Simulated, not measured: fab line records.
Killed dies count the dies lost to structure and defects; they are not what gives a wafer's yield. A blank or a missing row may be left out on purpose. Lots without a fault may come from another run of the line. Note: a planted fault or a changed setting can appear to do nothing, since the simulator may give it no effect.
8D (eight disciplines) problem report, filled in by code    flow rit-cmos    the parts of the form that need people (team, actions taken, sign-off) are left out

1. PROBLEM STATEMENT
Across 6 wafers from 2 lots, GATE_OXIDE_THK at RIT_GATE_THK_MEAS_07 averages 2.71 nm, while fault-free wafers read 2.98 nm with a standard deviation of 0.058. That puts it -4.7 standard deviations away from the usual mean.
First observed at day 5 03:57: wafer L798.1, on film-metro-04. At this step, 42 wafers from 14 lots have a number in the record. Rule for "out" (also "out of limits"): further than 4 standard deviations from the usual mean. The rest of the wafers with a number are treated as sound.

2. WHAT IT IS; WHAT IT IS NOT
question                     is                      is not
which readings at this step  GATE_OXIDE_THK          -
which lots                   L798, L800              L785, L786, L788, L789, L790, L792, L794, L796, L797, L804, L805, L808
which wafers of those lots   all that have a number  -
read on which gauges         film-metro-04           film-metro-01, film-metro-02
when                         from day 5 03:57        up to then (27 sound wafers); but 9 sound wafers of L804, L805, L808 came after

3. SUSPECTS, AND WHAT RULES EACH OUT
Counting: a tool at a process step up to the reading stays a suspect if it ran every lot that is out and no sound lot after the first of them.
- the gauge at RIT_GATE_THK_MEAS_07: kept. All the wafers that are out were read on film-metro-04, and no step on other tools shows them out.
- furnace-04 at RIT_GATE_OXIDATION_05 (target thk 3 nm, ox time 270 s): kept. All lots that are out passed through it, beginning with L798 at day 5 02:19, and no sound lot followed; its final sound lot before that point was L796 at day 4 19:55.
Left after counting: furnace-04 at RIT_GATE_OXIDATION_05, film-metro-04 at RIT_GATE_THK_MEAS_07.

4. THE CAUSE (what the simulator had put in)
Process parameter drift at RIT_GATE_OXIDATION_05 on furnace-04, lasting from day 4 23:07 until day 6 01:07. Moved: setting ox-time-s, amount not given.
Of the 2 suspects that counting leaves, this tool is one.

5. THE CHAIN OF EFFECTS, in route order
Each row: a reading whose mean over the struck wafers that have a number lies more than 3 standard deviations from the usual. Scope: only readings with a usual standard deviation given in the record; hours: median across lots of the time from each lot's start at the first step in this table that gives one to its start at this step; sigmas: change in usual standard deviations.
hours  step                  reading         usual    on struck wafers  change  sigmas
0      RIT_GATE_THK_MEAS_07  GATE_OXIDE_THK  2.98 nm  2.71              -0.27   -4.7

6. WHAT WOULD HAVE CAUGHT IT SOONER
The first out-of-limits reading at a measuring or inspecting step in this record came at day 5 03:57, 5 hours after the fault's start at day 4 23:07.
Tool readings at RIT_GATE_OXIDATION_05 with a usual standard deviation given in the record: none out on any struck wafer, hence no alarm at a limit of 4 standard deviations on them.
L800, from the lots that are out (2), started RIT_GATE_OXIDATION_05 on furnace-04 later than day 5 03:57. Holding the tool at that time would have saved it.
